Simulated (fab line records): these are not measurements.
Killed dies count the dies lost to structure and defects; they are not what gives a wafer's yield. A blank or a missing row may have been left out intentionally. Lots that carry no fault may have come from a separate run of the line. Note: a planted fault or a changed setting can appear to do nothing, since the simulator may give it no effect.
2 desks looking at one fault :: flow rit cmos :: each desk has only its own numbers; what lay behind them comes last

THE METROLOGY DESK
Means of the sampled wafers that have a number, per lot and without regard to the tool the lot ran on: this is what the gauges read. If a lot's mean is further than 4 standard deviations from the usual mean, the lot is out of limits and carries the mark OUT (the distance appears in the brackets).
Columns: A = INCOMING_BOW at RIT_ACTIVE_BOW_MEAS_00, usual 0 um; B = PRETRO_OVL at RIT_PRETRO_OVL_MEAS_06, usual -0.9 nm; C = GATE_OXIDE_THK at RIT_GATE_THK_MEAS_07, usual 3.00 nm
lot: L427
first seen here: day 1 10:02
A: -5
B: -0.1
C: 3.04

lot: L429
first seen here: day 1 20:00
A: 2
B: -1.6
C: 3.05

lot: L430
first seen here: day 2 01:01
A: 0
B: -2.3
C: 3.07

lot: L431
first seen here: day 2 06:00
A: 5
B: -1.4
C: 2.93

lot: L432
first seen here: day 2 11:00
A: 3
B: -1.5
C: 3.04

lot: L433
first seen here: day 2 16:00
A: 6
B: -1.1
C: 2.95

lot: L435
first seen here: day 3 02:00
A: 1
B: -0.9
C: 2.83

lot: L442
first seen here: day 4 13:00
A: 7
B: 0.2
C: 2.93

lot: L443
first seen here: day 4 18:06
A: 4
B: -2.2
C: 2.94

lot: L445
first seen here: day 5 04:02
A: 8
B: 1.0
C: 2.95

lot: L446
first seen here: day 5 09:00
A: 1
B: 0.6
C: 3.14

lot: L448
first seen here: day 5 19:01
A: -1
B: 0.4
C: 2.96

lot: L450
first seen here: day 6 05:00
A: -7
B: -1.5
C: 3.07
Finding of this desk: none of the 13 lots has anything out of limits.

THE TOOL OWNER'S DESK: rie diel-02
The tool's own readings at RIT_CONTACT_ETCH_11 (etches SiO2 in CHF3/CF4/Ar, stops on TiSi2, target depth 480 nm, time 320 s): means of the sampled wafers that have a number, for each lot that ran on this tool. If a lot's mean is further than 4 standard deviations from the usual mean, the lot is out of limits and carries the mark OUT (the distance appears in the brackets).
Columns: A = drypump motor current A at RIT_CONTACT_ETCH_11, usual 5.5 A; B = oes product au at RIT_CONTACT_ETCH_11, usual 0.981 a.u.; C = throttle valve pct at RIT_CONTACT_ETCH_11, usual 8.87 %
lot: L430
first seen here: day 4 07:42
A: 6.2
B: 0.991
C: 8.74

lot: L443
first seen here: day 7 00:04
A: 6.1
B: 1.000
C: 8.87
Finding of this desk: none of the 2 lots has anything out of limits.

BROUGHT TOGETHER
Metrology desk: nothing out of limits seen.
Nothing out of limits was seen by the tool owner's desk.

WHAT THE SIMULATOR HAD INSERTED
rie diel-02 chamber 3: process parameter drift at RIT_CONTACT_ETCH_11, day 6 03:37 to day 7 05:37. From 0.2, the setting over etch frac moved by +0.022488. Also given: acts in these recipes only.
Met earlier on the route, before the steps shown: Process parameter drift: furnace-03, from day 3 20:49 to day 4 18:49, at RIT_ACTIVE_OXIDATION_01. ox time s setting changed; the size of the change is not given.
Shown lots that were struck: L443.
